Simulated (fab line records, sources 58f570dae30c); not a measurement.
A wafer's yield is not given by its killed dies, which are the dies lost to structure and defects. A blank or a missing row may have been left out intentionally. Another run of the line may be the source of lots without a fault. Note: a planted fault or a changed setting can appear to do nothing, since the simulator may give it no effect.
Lot-split experiment	flow berkeley-cmos170	23 wafers read from 5 lots, route of 331 steps

== THE SPLIT ITSELF ==
At UCB170_NLDD_COAT_01 (resist thk 900 nm), the setting resist-thk-nm was moved away from the recipe's 900 nm on 10 of the 23 wafers read, by -3.1% to +5.1%. All remaining wafers had this setting at the recipe value.

The reading comes from the split's own step.

== THE READING ==
KrF_of_NLDD_COAT_01.thk-nm (the simulator's own value, which no gauge read), in nm, at UCB170_NLDD_COAT_01 (resist thk 900 nm). There is no usual value for it anywhere in the file. Average 901.7 nm, standard deviation 2.7 nm, over the 13 wafers here run with the recipe.

wafer	tool, chamber at the split	resist-thk-nm as run, nm	against the recipe	KrF_of_NLDD_COAT_01.thk-nm, nm	against lot-mates on the recipe
L074.1	litho-track-03, 0	900	recipe	898.3	-
L074.3	litho-track-03, 0	900	recipe	899.8	-
L074.4	litho-track-03, 0	946.2	+5.1%	948.7	+50.1
L074.5	litho-track-03, 0	900	recipe	897.6	-
L074.6	litho-track-03, 0	946.2	+5.1%	944.3	+45.7
L076.3	litho-track-01, 0	900	recipe	903.6	-
L076.5	litho-track-01, 0	900	recipe	907.4	-
L076.6	litho-track-01, 0	900	recipe	905.4	-
L078.2	litho-track-02, 0	900	recipe	903.2	-
L078.3	litho-track-02, 0	900	recipe	903.2	-
L078.4	litho-track-02, 0	914.5	+1.6%	914.5	+11.3
L078.5	litho-track-02, 0	914.5	+1.6%	915.7	+12.5
L078.6	litho-track-02, 0	914.5	+1.6%	918.4	+15.2
L079.2	litho-track-01, 0	943.7	+4.9%	945	+44.7
L079.3	litho-track-01, 0	900	recipe	900.8	-
L079.4	litho-track-01, 0	900	recipe	900.4	-
L079.5	litho-track-01, 0	943.7	+4.9%	945.2	+44.9
L079.6	litho-track-01, 0	900	recipe	899.6	-
L082.1	litho-track-03, 0	900	recipe	902.2	-
L082.3	litho-track-03, 0	872.3	-3.1%	874.2	-27.2
L082.6	litho-track-03, 0	872.3	-3.1%	874.2	-27.2
L082.4	litho-track-03, 0	900	recipe	900.7	-
L082.5	litho-track-03, 0	872.3	-3.1%	876.3	-25.2

FIT RESULTS
A straight line over all 23 wafers: KrF_of_NLDD_COAT_01.thk-nm changes by +8.8 nm for each +1% of resist-thk-nm; r = +0.99; the points scatter about the line by 2.4 nm.
The same after taking each lot's own level away (the mean of its wafers on the recipe; 23 wafers): +9.06 nm for each +1%; r = +1.00; scatter 1.5 nm.
Per that fit: largest resist-thk-nm move, reading shift of 47 nm.
The lots' own levels span 898.57 to 905.47 nm, that is 2.6 times the standard deviation above.
So the lot-to-lot level changes the slope little: the two slopes agree.
Check: with one of the wafers moved furthest among these (+5.1%) left out of the fit, the line predicts +45.8 nm for it against its lot-mates. It came out at +50.1 nm against them.

== ADDITIONAL SPLITS CARRIED BY THESE WAFERS ==
These wafers also went through other splits before the reading. Each is held against what the fit with the lots' levels taken away leaves over:
other split on the same wafers	wafers away from the commonest value	r with KrF_of_NLDD_COAT_01.thk-nm (lot level and that fit taken away)
UCB170_ZERO_COAT_01 spin-rpm	4	-0.15
UCB170_ZERO_ETCH_06 time-s	2	+0.01
UCB170_NWELL_IMPLANT_14 energy-kev	11	+0.14
UCB170_ACTIVE_CVD_05 pressure-mtorr	15	+0.42
UCB170_ACTIVE_PEB_11 peb-temp-c	5	-0.04
UCB170_ACTIVE_STRIP_16 power-w	11	-0.32
UCB170_GATE_EXPOSE_09 dose-mj	7	-0.01
UCB170_GATE_PEB_10 peb-temp-c	9	+0.12

== THE WHOLE CHAIN: every reading that the file lists as answering this split, in the file's order ==
step	what it does	reading	change (the file's fit)	r (the file's)
UCB170_NLDD_COAT_01	resist thk 900 nm	KrF_of_NLDD_COAT_01.thk-nm (the simulator's own value, which no gauge read)	+9.14 nm for each +1% of the setting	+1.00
UCB170_NLDD_STRIP_10	strips in O2	strip-time-to-endpoint-s	withheld for each +1% of the setting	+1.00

== THE FILE'S OWN FIT ==
KrF_of_NLDD_COAT_01.thk-nm changes by +9.14 nm for each +1% of resist-thk-nm, r = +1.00.
